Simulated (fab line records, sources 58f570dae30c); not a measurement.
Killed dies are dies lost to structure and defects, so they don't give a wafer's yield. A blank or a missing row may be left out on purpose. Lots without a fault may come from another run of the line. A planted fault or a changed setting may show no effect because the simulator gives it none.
Which tool did it? | flow berkeley_cmos170 | 14 lots, 42 wafers sampled, at 5 steps of a route of 331

WHAT THE GAUGES READ, wafer by wafer
UCB170_PVT_TW_MEAS_09.
lot  | measured     | on            | PVT_TW
L853 | day 7 02:14  | film_metro-03 | 517 515 513
L852 | day 7 07:53  | film_metro-02 | 507 508 508
L854 | day 7 02:31  | film_metro-02 | 508 508 508
L861 | day 8 18:24  | film_metro-03 | 518 519 516
L859 | day 8 17:33  | film_metro-02 | 476 476 476
L860 | day 8 18:23  | film_metro-04 | 489 489 488
L863 | day 9 07:01  | film_metro-02 | 503 503 506
L866 | day 9 19:49  | film_metro-02 | 505 508 505
L867 | day 10 04:41 | film_metro-04 | 516 514 515
L870 | day 10 23:59 | film_metro-03 | 514 513 514
L871 | day 11 08:17 | film_metro-03 | 513 513 512
L872 | day 11 15:55 | film_metro-03 | 512 513 514
L873 | day 11 16:14 | film_metro-02 | 507 505 505
L874 | day 12 02:50 | film_metro-03 | 518 517 520

UCB170_FIELD_THK_MEAS_91.
lot  | measured     | on            | FIELD_OXIDE_LEFT_2_THK (nm)
L853 | day 7 02:22  | film_metro-04 | 347 344 342
L852 | day 7 08:01  | film_metro-04 | 357 362 352
L854 | day 7 02:38  | film_metro-03 | 349 344 341
L861 | day 8 18:31  | film_metro-04 | 351 355 363
L859 | day 8 17:48  | film_metro-02 | 354 362 367
L860 | day 8 18:34  | film_metro-04 | 356 356 355
L863 | day 9 07:09  | film_metro-04 | 353 350 349
L866 | day 9 19:57  | film_metro-04 | 357 346 355
L867 | day 10 07:20 | film_metro-04 | 342 340 351
L870 | day 11 00:07 | film_metro-03 | 347 354 361
L871 | day 11 08:25 | film_metro-02 | 338 332 347
L872 | day 11 16:02 | film_metro-04 | 359 351 360
L873 | day 11 16:22 | film_metro-03 | 369 357 359
L874 | day 12 02:58 | film_metro-02 | 346 355 351

UCB170_GATE_THK_MEAS_02.
lot  | measured     | on            | GATE_OXIDE_THK (nm)
L853 | day 7 10:52  | film_metro-03 | 6.33 6.54 6.48
L852 | day 7 10:52  | film_metro-01 | 6.60 6.59 6.70
L854 | day 7 10:55  | film_metro-03 | 6.51 6.50 6.51
L861 | day 9 01:35  | film_metro-01 | 6.62 6.49 6.39
L859 | day 9 01:31  | film_metro-03 | 6.77 6.67 6.69
L860 | day 9 01:34  | film_metro-04 | 6.61 6.61 6.62
L863 | day 9 13:02  | film_metro-04 | 6.76 6.77 6.65
L866 | day 10 03:11 | film_metro-01 | 6.63 6.74 6.60
L867 | day 10 12:26 | film_metro-01 | 6.87 6.62 6.82
L870 | day 11 06:43 | film_metro-03 | 6.73 6.71 6.66
L871 | day 11 16:35 | film_metro-01 | 6.46 6.46 6.54
L872 | day 12 00:38 | film_metro-04 | 6.54 6.44 6.52
L873 | day 12 00:38 | film_metro-03 | 6.60 6.51 6.49
L874 | day 12 10:19 | film_metro-04 | 6.43 6.38 6.43

WHICH TOOL RAN EACH LOT (tool, then ch and the chambers of the sampled wafers, then the start)
lot  | UCB170_ACTIVE_ETCH_15              | UCB170_PVT_IMPLANT_07
L853 | rie_diel-01 ch 0,2,3, day 5 07:37  | implanter-03 ch 0, day 7 01:59
L852 | rie_diel-02 ch 0,2,3, day 5 08:07  | implanter-03 ch 0, day 7 07:40
L854 | rie_diel-03 ch 0,1,2, day 5 08:21  | implanter-01 ch 0, day 7 02:16
L861 | rie_diel-01 ch 0,2,3, day 6 21:08  | implanter-04 ch 0, day 8 18:11
L859 | rie_diel-03 ch 0,3, day 6 21:52    | implanter-01 ch 0, day 8 17:18
L860 | rie_diel-02 ch 0,1,2, day 6 22:07  | implanter-01 ch 0, day 8 18:09
L863 | rie_diel-03 ch 0,1,2, day 7 03:35  | implanter-04 ch 0, day 9 06:48
L866 | rie_diel-02 ch 1,3, day 7 23:49    | implanter-04 ch 0, day 9 19:34
L867 | rie_diel-01 ch 0,1,2, day 8 04:26  | implanter-03 ch 0, day 10 04:22
L870 | rie_diel-03 ch 2,3, day 9 01:40    | implanter-04 ch 0, day 10 23:46
L871 | rie_diel-02 ch 1,2, day 9 08:50    | implanter-03 ch 0, day 11 08:02
L872 | rie_diel-02 ch 0,2,3, day 9 15:42  | implanter-01 ch 0, day 11 15:40
L873 | rie_diel-03 ch 1,2,3, day 9 15:54  | implanter-04 ch 0, day 11 15:59
L874 | rie_diel-02 ch 0,1,3, day 10 04:29 | implanter-03 ch 0, day 12 02:35
- UCB170_ACTIVE_ETCH_15: etches Si3N4 in CH3F/Ar/O2, stops on SiO2, target depth 242 nm, time 151 s.
- UCB170_PVT_IMPLANT_07

WHAT THE TOOLS THEMSELVES READ (means of the sampled wafers that have a number; where no wafer has one, the mark that the record gives instead)
UCB170_ACTIVE_ETCH_15.
lot  | tool        | drypump_motor_current_A (A) | oes_product_au (a.u.) | throttle_valve_pct (%)
L853 | rie_diel-01 | 5.8                         | 0.937                 | 7.99
L852 | rie_diel-02 | 5.8                         | 0.943                 | 8.13
L854 | rie_diel-03 | 6.2                         | 0.946                 | 8.03
L861 | rie_diel-01 | 5.8                         | 0.942                 | 7.99
L859 | rie_diel-03 | 5.9                         | 0.958                 | 7.91
L860 | rie_diel-02 | 5.7                         | 0.940                 | 8.13
L863 | rie_diel-03 | 6.2                         | 0.950                 | 8.03
L866 | rie_diel-02 | 5.5                         | 0.960                 | 8.20
L867 | rie_diel-01 | 5.8                         | 0.945                 | 8.00
L870 | rie_diel-03 | 6.0                         | 0.946                 | 8.02
L871 | rie_diel-02 | 5.8                         | 0.954                 | 8.21
L872 | rie_diel-02 | 5.8                         | 0.946                 | 8.14
L873 | rie_diel-03 | 6.1                         | 0.933                 | 8.00
L874 | rie_diel-02 | 5.3                         | 0.949                 | 8.10

UCB170_PVT_IMPLANT_07.
lot  | tool         | beam_energy_keV | faraday_current_uA
L853 | implanter-03 | 30.002          | 6.38
L852 | implanter-03 | 29.996          | 6.26
L854 | implanter-01 | 30.000          | 6.25
L861 | implanter-04 | 30.000          | 6.38
L859 | implanter-01 | 30.005          | 6.38
L860 | implanter-01 | 30.010          | 6.35
L863 | implanter-04 | 29.996          | 6.30
L866 | implanter-04 | 30.011          | 6.30
L867 | implanter-03 | 30.000          | 6.34
L870 | implanter-04 | 29.984          | 6.29
L871 | implanter-03 | 30.005          | 6.32
L872 | implanter-01 | 29.999          | 6.49
L873 | implanter-04 | 30.006          | 6.38
L874 | implanter-03 | 30.011          | 6.30

THE ANSWER, worked out from the rows above alone
Rule: what is usual is taken from the lots themselves. Put in order of their means at a reading, lots are off if they are a third of the lots or fewer, leave a main group of 4 or more, and stand apart from it by a gap of 3 or more times the standard deviation of the main group's means; of several such gaps the widest counts. A main group whose means are all the same, to the digits that the tables above print for the reading, isn't used. A lot without any number at a reading at which 4 lots or more have one is off too. The other lots that the step has rows for count as sound. The gauges are gone through in route order, then the tools' own readings, and for those a lot's mean is taken as printed above. The first step at which some lot is off is used, and at that step the reading that is off furthest; a lot without a number counts as furthest.
Off: L859, L860, at UCB170_PVT_TW_MEAS_09 (PVT_TW). The main group: mean 511, standard deviation 4.7.
A tool fits if, at a process step before that reading, it ran every lot that is off, and no sound lot after the first of them. The gauges at UCB170_PVT_TW_MEAS_09 are tried like those tools. None of those tried fits.

WHAT THE SIMULATOR HAD PUT IN
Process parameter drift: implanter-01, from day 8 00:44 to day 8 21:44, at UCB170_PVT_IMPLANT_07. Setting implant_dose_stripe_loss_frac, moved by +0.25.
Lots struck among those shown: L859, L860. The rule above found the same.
